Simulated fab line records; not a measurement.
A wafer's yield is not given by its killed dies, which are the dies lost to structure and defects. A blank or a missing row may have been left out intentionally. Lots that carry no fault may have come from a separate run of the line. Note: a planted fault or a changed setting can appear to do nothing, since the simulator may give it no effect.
Split-lot experiment    flow rit-cmos    route with 202 steps; 5 lots, 23 wafers read

== ON THE SPLIT ==
At RIT_ACTIVE_CVD_03 (deposits Si3N4 from SiH2Cl2/NH3, target thk 150 nm, time 1500 s), the setting nh3-flow-sccm was moved away from the recipe's 150 sccm on 10 of the 23 wafers read, by -6.8% to +12.6%. For the rest of the wafers, this setting stayed at what the recipe calls for.

== FROM THE SPLIT TO THE READING: what the file shows between them, 5 steps ==
- RIT_ACTIVE_ETCH_13: etches Si3N4 in SF6, stops on SiO2, time 210 s, target depth 210 nm (also split here: pressure-mtorr)
- RIT_ACTIVE_STRIP_14: strips in O2, time 180 s
- RIT_ACTIVE_CLEAN_16: cleans in dHF, time 30 s
- RIT_ACTIVE_CLEAN_17: cleans in SC2, time 600 s
- RIT_FOX1_OXIDATION_00: target thk 350.7 nm, ox time 1130 s

== THE READING ==
Si3N4_of_ACTIVE_CVD_03.thk-nm (the simulator's own value, which no gauge read), in nm, at RIT_FOX2_OXIDATION_00 (target thk 350.7 nm, ox time 1130 s). The file gives no usual value for it. Here, 13 wafers ran the recipe; their average is 131.6 nm with a standard deviation of 0.67 nm.

wafer   tool, chamber at the split  nh3-flow-sccm as run, sccm  against the recipe  Si3N4_of_ACTIVE_CVD_03.thk-nm, nm  against lot-mates on the recipe
L074.2  -, -                        168.9                       +12.6%              146.9                              no lot-mate on the recipe
L074.3  -, -                        168.9                       +12.6%              145.9                              no lot-mate on the recipe
L074.4  -, -                        168.9                       +12.6%              146.8                              no lot-mate on the recipe
L074.5  -, -                        168.9                       +12.6%              145.8                              no lot-mate on the recipe
L074.6  -, -                        168.9                       +12.6%              145.5                              no lot-mate on the recipe
L077.1  -, -                        150                         recipe              130.1                              -
L077.2  -, -                        150                         recipe              132.9                              -
L077.3  -, -                        150                         recipe              132.1                              -
L077.4  -, -                        150                         recipe              132.4                              -
L077.6  -, -                        150                         recipe              131.4                              -
L078.2  lpcvd-02, 1                 150                         recipe              131.2                              -
L078.3  lpcvd-02, 1                 150                         recipe              131.5                              -
L078.4  lpcvd-02, 1                 150                         recipe              131.3                              -
L081.1  -, -                        150                         recipe              131.2                              -
L081.2  -, -                        150                         recipe              132.1                              -
L081.4  -, -                        150                         recipe              131.3                              -
L081.5  -, -                        150                         recipe              131.8                              -
L081.6  -, -                        150                         recipe              131.3                              -
L083.1  -, -                        139.8                       -6.8%               127.5                              no lot-mate on the recipe
L083.2  -, -                        139.8                       -6.8%               127.1                              no lot-mate on the recipe
L083.3  -, -                        139.8                       -6.8%               125.8                              no lot-mate on the recipe
L083.5  -, -                        139.8                       -6.8%               126.6                              no lot-mate on the recipe
L083.6  -, -                        139.8                       -6.8%               127.2                              no lot-mate on the recipe

FIT RESULTS
A straight line over all 23 wafers: Si3N4_of_ACTIVE_CVD_03.thk-nm changes by +1.03 nm for each +1% of nh3-flow-sccm; r = +0.99; the points scatter about the line by 1.2 nm.
Too few moved wafers have a lot-mate on the recipe to fit a line with each lot's own level taken away.

== THE WHOLE CHAIN: every reading that the file lists as answering this split, in the file's order ==
step                   what it does                         reading                                                                         change (the file's fit)               r (the file's)
RIT_FOX1_OXIDATION_00  target thk 350.7 nm, ox time 1130 s  Si3N4_of_ACTIVE_CVD_03.thk-nm (the simulator's own value, which no gauge read)  +1.06 nm for each +1% of the setting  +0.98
RIT_FOX2_OXIDATION_00  target thk 350.7 nm, ox time 1130 s  Si3N4_of_ACTIVE_CVD_03.thk-nm (the simulator's own value, which no gauge read)  +1.03 nm for each +1% of the setting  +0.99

== THE FILE'S OWN FIT ==
Si3N4_of_ACTIVE_CVD_03.thk-nm changes by +1.03 nm for each +1% of nh3-flow-sccm, r = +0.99.
